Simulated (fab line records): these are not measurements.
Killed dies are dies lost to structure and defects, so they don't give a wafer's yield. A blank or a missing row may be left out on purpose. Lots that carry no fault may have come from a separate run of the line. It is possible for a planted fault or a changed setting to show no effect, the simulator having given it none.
fab line records    flow rit_cmos
[record] lots = 14  wafers = 42  last_day = 8
route steps=202 shown NWELL@36
lots that met no fault: from a run of the same line without faults
start_h: the number of hours between the record's first day and the start of the first shown wafer of the lot    wait_h: hours since the lot's step before    " same as the row above    L1.1+2: several wafers, shown together as one row    - no value, or no start given    * or withheld: withheld    < > ~ a bound
route shown NAME@n: names a module that has steps shown in the file, with the first one's number in the route    usual: the fault-free wafers' mean and standard deviation    same: alike in all rows    chamber/n: place in a boat    sites: readings site by site    _std_site: the values' standard deviation    _edge_site: the outer-site mean with the inner-site mean subtracted    radius_mm: for every site, how far away it sits from the centre of the wafer    mask NAME#n: copy n    behind: the most recent tool/chamber to have shaped the wafer    hold: what put the lot on hold/how long, in hours/how the hold closed    device: transistor that didn't switch, given as n, p or np    end of line: the same wafers' tests at the end of the route    a step given without rows: its recipe and nothing more    killed: dies lost to structure and defects at the first sort, not the wafer's yield    map: dies across one wafer; x = killed, . = not, _ = none there
set.NAME: the run value of the setting; set.NAME@STEP: its run value at that earlier step    model.NAME: the simulator's own value behind a step, which no gauge read
steps of the route over a sample of lots; a table a step, a row a wafer
services: from which hour (start_h, from the record's first day; less than 0 if before it) a tool's chamber was out of use, for how many hours, and why
[[steps]]
[step RIT_NWELL_IMPLANT_08]
[recipe] species = P  energy_kev = 172.6  dose_cm2 = 5e+13  tilt_deg = 7
[usual] dose_ions_cm2 = 5e+13/5.6e+10  end_station_pressure_torr = 5.14e-06/2.8e-07  faraday_current_uA = 159/3.3
lot.wafer  tool          chamber  start_h  wait_h  dose_ions_cm2  end_station_pressure_torr  faraday_current_uA
L585.1     implanter-03  0        30.59    0.2     4.998e+13      5.6e-06                    161
L585.3     "             0        "        "       4.993e+13      5.27e-06                   163
L585.4     "             0        "        "       4.998e+13      4.98e-06                   158
L586.3     implanter-03  0        33.09    0.2     5.002e+13      5.34e-06                   166
L586.5     "             0        "        "       4.999e+13      5.34e-06                   161
L586.6     "             0        "        "       5.003e+13      5.67e-06                   161
L588.3     implanter-04  0        46.48    0.2     5.008e+13      5.24e-06                   159
L588.4     "             0        "        "       5.004e+13      5.21e-06                   159
L588.6     "             0        "        "       5.008e+13      5.38e-06                   160
L591.1     implanter-04  0        65.39    0.2     5.001e+13      5.22e-06                   159
L591.2     "             0        "        "       4.989e+13      4.9e-06                    155
L591.3     "             0        "        "       4.999e+13      5.24e-06                   162
L592.1     implanter-02  0        68.85    0.2     5.015e+13      5.07e-06                   161
L592.5     "             0        "        "       5.012e+13      5.21e-06                   154
L592.6     "             0        "        "       5e+13          5.21e-06                   157
L593.1     implanter-04  0        71.75    0.2     4.996e+13      4.98e-06                   162
L593.2     "             0        "        "       4.996e+13      4.92e-06                   156
L593.5     "             0        "        "       4.988e+13      5.66e-06                   162
L595.2     implanter-03  0        81.60    0.2     5e+13          4.89e-06                   158
L595.3     "             0        "        "       4.998e+13      4.84e-06                   155
L595.6     "             0        "        "       4.996e+13      4.98e-06                   157
L596.3     implanter-04  0        83.00    0.2     5.013e+13      5.32e-06                   153
L596.4     "             0        "        "       5.004e+13      5.24e-06                   158
L596.5     "             0        "        "       5.007e+13      5.35e-06                   164
L597.2     implanter-03  0        87.00    0.2     5.005e+13      5.07e-06                   158
L597.3     "             0        "        "       5.002e+13      4.74e-06                   157
L597.5     "             0        "        "       5.002e+13      5.32e-06                   159
L599.2     implanter-04  0        99.20    0.2     4.999e+13      5.21e-06                   157
L599.3     "             0        "        "       5e+13          4.77e-06                   157
L599.6     "             0        "        "       5e+13          5.58e-06                   160
L601.2     implanter-04  0        113.55   0.2     4.995e+13      5.12e-06                   155
L601.3     "             0        "        "       5.004e+13      5.2e-06                    160
L601.6     "             0        "        "       5.005e+13      5.4e-06                    155
L602.2     implanter-03  0        116.99   0.2     5.502e+13      4.97e-06                   179
L602.5     "             0        "        "       5.495e+13      4.96e-06                   182
L602.6     "             0        "        "       5.507e+13      5.76e-06                   182
L605.4     implanter-03  0        134.60   0.2     5.502e+13      5.03e-06                   171
L605.5     "             0        "        "       5.496e+13      5.44e-06                   173
L605.6     "             0        "        "       5.504e+13      5.14e-06                   175
L607.2     implanter-02  0        150.47   0.2     4.995e+13      4.72e-06                   154
L607.3     "             0        "        "       4.997e+13      5.18e-06                   157
L607.5     "             0        "        "       5.005e+13      5.31e-06                   147
[step RIT_WELLDRIVE_RS_MEAS_01]
[recipe] thk_meas_gauge = four-point-probe
[usual] NWELL_RS = 275.5/0.85
lot.wafer  tool           chamber  start_h  wait_h  NWELL_RS[ohm/sq]
L585.1     film_metro-01  -        39.02    0.0     275.7
L585.3     "              -        "        "       275.2
L585.4     "              -        "        "       275.7
L586.3     film_metro-04  -        41.85    0.0     275.3
L586.5     "              -        "        "       275.0
L586.6     "              -        "        "       275.4
L588.3     film_metro-01  -        53.49    0.0     275.9
L588.4     "              -        "        "       275.9
L588.6     "              -        "        "       276.1
L591.1     film_metro-01  -        72.95    0.0     277.1
L591.2     "              -        "        "       276.3
L591.3     "              -        "        "       277.0
L592.1     film_metro-04  -        77.14    0.0     275.6
L592.5     "              -        "        "       275.4
L592.6     "              -        "        "       276.2
L593.1     film_metro-04  -        80.66    0.0     275.9
L593.2     "              -        "        "       276.1
L593.5     "              -        "        "       276.0
L595.2     film_metro-02  -        88.75    0.0     274.3
L595.3     "              -        "        "       274.8
L595.6     "              -        "        "       274.2
L596.3     film_metro-04  -        90.01    0.0     273.9
L596.4     "              -        "        "       273.7
L596.5     "              -        "        "       274.8
L597.2     film_metro-04  -        95.41    0.0     274.8
L597.3     "              -        "        "       274.7
L597.5     "              -        "        "       275.1
L599.2     film_metro-04  -        109.99   0.0     276.0
L599.3     "              -        "        "       276.4
L599.6     "              -        "        "       276.4
L601.2     film_metro-01  -        121.49   0.0     276.7
L601.3     "              -        "        "       276.0
L601.6     "              -        "        "       276.1
L602.2     film_metro-04  -        124.01   0.0     259.8
L602.5     "              -        "        "       259.3
L602.6     "              -        "        "       259.8
L605.4     film_metro-02  -        143.93   0.1     259.8
L605.5     "              -        "        "       260.8
L605.6     "              -        "        "       260.1
L607.2     film_metro-01  -        158.06   0.0     276.8
L607.3     "              -        "        "       276.8
L607.5     "              -        "        "       276.8
[[services]]
tool          chamber  start_h  hours  kind
implanter-04  -        30.57    3.9    repair
implanter-03  -        122.56   1.8    repair
implanter-04  -        125.08   2.3    repair
implanter-02  -        143.38   1.5    repair
[[key]]
[first_sign] step = RIT_NWELL_IMPLANT_08  reading = dose_ions_cm2  direction = up  sigmas = 90  usual = 5e+13  struck = 5.501e+13
[effect] step = RIT_NWELL_IMPLANT_08  reading = faraday_current_uA  direction = up  sigmas = 5.4  usual = 159  struck = 177
[effect] step = RIT_WELLDRIVE_RS_MEAS_01  reading = NWELL_RS  direction = down  sigmas = 18  usual = 275.5  struck = 259.9
met_at RIT_NWELL_IMPLANT_08
struck_lots L602,L605
tester_left_out L602,L605
onset_between 87.00 116.99
[fault] kind = process_parameter_drift  tool = implanter-03  chamber = -  onset_h = 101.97  steps = RIT_NWELL_IMPLANT_08  channel = dose_cm2  offset = 5e+12  shape = step  end_h = 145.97  acts_in = these_recipes_only  stated = 5e+13
// tester_left_out: of these lots the tester's yield and bins aren't shown, on N5 and GAA mostly nor the transistor test; their killed dies are dies lost to structure and defects alone, not to doping, threshold or leakage, so they don't give the yield
